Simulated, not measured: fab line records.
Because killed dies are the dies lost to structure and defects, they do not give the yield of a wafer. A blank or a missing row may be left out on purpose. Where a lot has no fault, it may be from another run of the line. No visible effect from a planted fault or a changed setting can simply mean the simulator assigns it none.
Struck lot and sound lot, side by side + flow ritCmos + 15 out of 202 route steps
Sound: these wafers, L820.3, L820.4, L820.5. Struck: wafers L818.2, L818.6. (L818.3 of the same lot was not struck and is left out.) The cause comes at the end.
At each step with rows: each side's tool, then ch and its chambers, then its first start. Under that, the readings that differ: sound wafers + struck wafers + difference of the means + sigmas: that difference in standard deviations of wafers without a fault.
alike: words and numbers the same on both sides, and readings whose means are apart by under 2 such deviations; not compared: readings that were withheld, readings missing a value for some wafer, numbers with overlapping values and no deviation given by the record, and bounds like >300 which may hide the same value.
Wherever a step has rows on one side only, a row that says differs or no value, or a row with sigmas, the two part there. Numbers that don't overlap but have no deviation are shown without sigmas and don't part them. Lack of a reading on every wafer of one side parts them only where that side has two or more wafers.

RIT_M1_SPUTTER_00: material Al, target thk 400 nm, time 500 s.
  sound: pvdSputter-02 at day 7 16:41; struck: pvdSputter-02 at day 7 05:20
  alike: cathodeDcPowerW, throttleValvePct
RIT_M1_RS_MEAS_01: a four-point-probe measurement.
  sound: filmMetro-02 at day 7 17:01; struck: filmMetro-01 at day 7 05:39
  alike: M1_AL_RS
RIT_M1_THK_MEAS_02: measures by xrf.
  sound: filmMetro-02 at day 7 17:07; struck: filmMetro-01 at day 7 05:46
  alike: M1_AL_THK
then, 6 steps without rows for these wafers: RIT_M1_HMDS_03 (prime time 60 s); RIT_M1_COAT_04 (resist thk 1300 nm); RIT_M1_SOFTBAKE_05 (time 60 s); RIT_M1_EXPOSE_06 (exposes mask M12, target cd 2600 nm); RIT_M1_PEB_07; RIT_M1_DEVELOP_08 (develop time 68 s).
RIT_M1_CD_MEAS_09 targets a cd of 2600 nm.
  sound: cdSem-01 at day 7 18:12; struck: cdSem-01 at day 7 06:43
  alike: cdNm
RIT_M1_OVL_MEAS_10:
  sound: overlay-01 at day 7 18:18; struck: overlay-02 at day 7 06:49
  alike: M1_OVL
then, 1 step without rows for these wafers: RIT_M1_HARDBAKE_11 (time 120 s).
RIT_M1_METAL_ETCH_12: etches Al in Cl2/BCl3, stops on SiO2, time 165 s, target depth 600 nm.
  sound on rieMetal-04 ch 0,1, day 7 18:38; struck on rieMetal-02 ch 0, day 7 07:05
| reading                      | sound              | struck      | difference | sigmas      |
|------------------------------|--------------------|-------------|------------|-------------|
| chamberPressureMTorr (mTorr) | 99.93 100.02 99.95 | 80.01 79.90 | -20.01     | -99 or more |
  alike: drypumpMotorCurrentA, oesProductAu, throttleValvePct
  not compared: rfHoursCounterH, model.NOVOLAK_of_M1_COAT_04.thkNm
then, 1 step without rows for these wafers: RIT_M1_STRIP_13 (strips in nmp, time 600 s).
RIT_M1_PROBE_99:
  sound: prober-02 at day 7 20:55; struck: prober-02 at day 7 09:24
| reading          | sound | struck | difference | sigmas |
|------------------|-------|--------|------------|--------|
| killedAtContacts | 1 1 0 | 0 0    | -1         | -2     |
  alike: defectLimitedYield, killedAtFrontEnd, killedDies, killedOpen, killedShort, sort_bin_3_pad_short, sort_bin_5_function, sort_bin_6_memory, sortNPass, sortYieldPct

## WHERE THEY PART
At RIT_M1_METAL_ETCH_12 first; at RIT_M1_PROBE_99 last (within this record only).

WHY: whatever the simulator had introduced
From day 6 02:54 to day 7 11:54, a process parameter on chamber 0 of rieMetal-02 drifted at RIT_M1_METAL_ETCH_12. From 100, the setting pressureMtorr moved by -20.
